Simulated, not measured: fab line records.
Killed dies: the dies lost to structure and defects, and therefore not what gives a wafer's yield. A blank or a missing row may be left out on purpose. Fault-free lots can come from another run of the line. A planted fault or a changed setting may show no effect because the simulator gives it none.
Which tool was responsible? + flow rit_cmos + 18 wafers from 6 lots sampled at 2 of the route's 202 steps

## WHAT THE GAUGES READ, wafer by wafer
RIT_NSD_OVL_MEAS_06.
| lot  | measured    | on         | NSD_OVL (nm) |
|------|-------------|------------|--------------|
| L756 | day 3 10:44 | overlay-02 | 2.2 1.7 1.6  |
| L759 | day 4 00:08 | overlay-02 | 1.2 0.8 0.3  |
| L761 | day 4 09:34 | overlay-02 | 0.0 0.1 -0.8 |
| L764 | day 5 00:05 | overlay-01 | 1.1 1.0 0.4  |
| L766 | day 5 10:31 | overlay-01 | 0.3 1.2 -1.3 |
| L768 | day 5 23:20 | overlay-01 | 3.4 2.0 4.1  |

## WHICH TOOL RAN EACH LOT (tool, then ch and the chambers of the sampled wafers, then the start)
| lot  | RIT_NSD_EXPOSE_03                  |
|------|------------------------------------|
| L756 | iline_stepper-01 ch 0, day 3 10:21 |
| L759 | iline_stepper-01 ch 0, day 3 23:39 |
| L761 | iline_stepper-02 ch 0, day 4 09:10 |
| L764 | iline_stepper-02 ch 0, day 4 23:41 |
| L766 | iline_stepper-02 ch 0, day 5 10:07 |
| L768 | iline_stepper-01 ch 0, day 5 22:53 |
- RIT_NSD_EXPOSE_03: exposes mask M9, target cd 40700 nm.

## THE ANSWER, worked out from the rows above alone
Rule: the usual values come from the lots themselves. The widest of any qualifying gaps counts: lots, ordered by their means at a reading, are off when they make up no more than a third of the lots, leave a main group of 4 or more, and stand apart from it by 3 or more times the standard deviation of that group's means. A main group is skipped when, at the precision printed for the reading in the tables above, its means are all equal. Also off: a lot with no number at a reading for which 4 or more lots have one. The other lots that the step has rows for count as sound.
No lot is off on any of the readings shown, so nothing can be concluded from this.

## WHAT THE SIMULATOR HAD INSERTED
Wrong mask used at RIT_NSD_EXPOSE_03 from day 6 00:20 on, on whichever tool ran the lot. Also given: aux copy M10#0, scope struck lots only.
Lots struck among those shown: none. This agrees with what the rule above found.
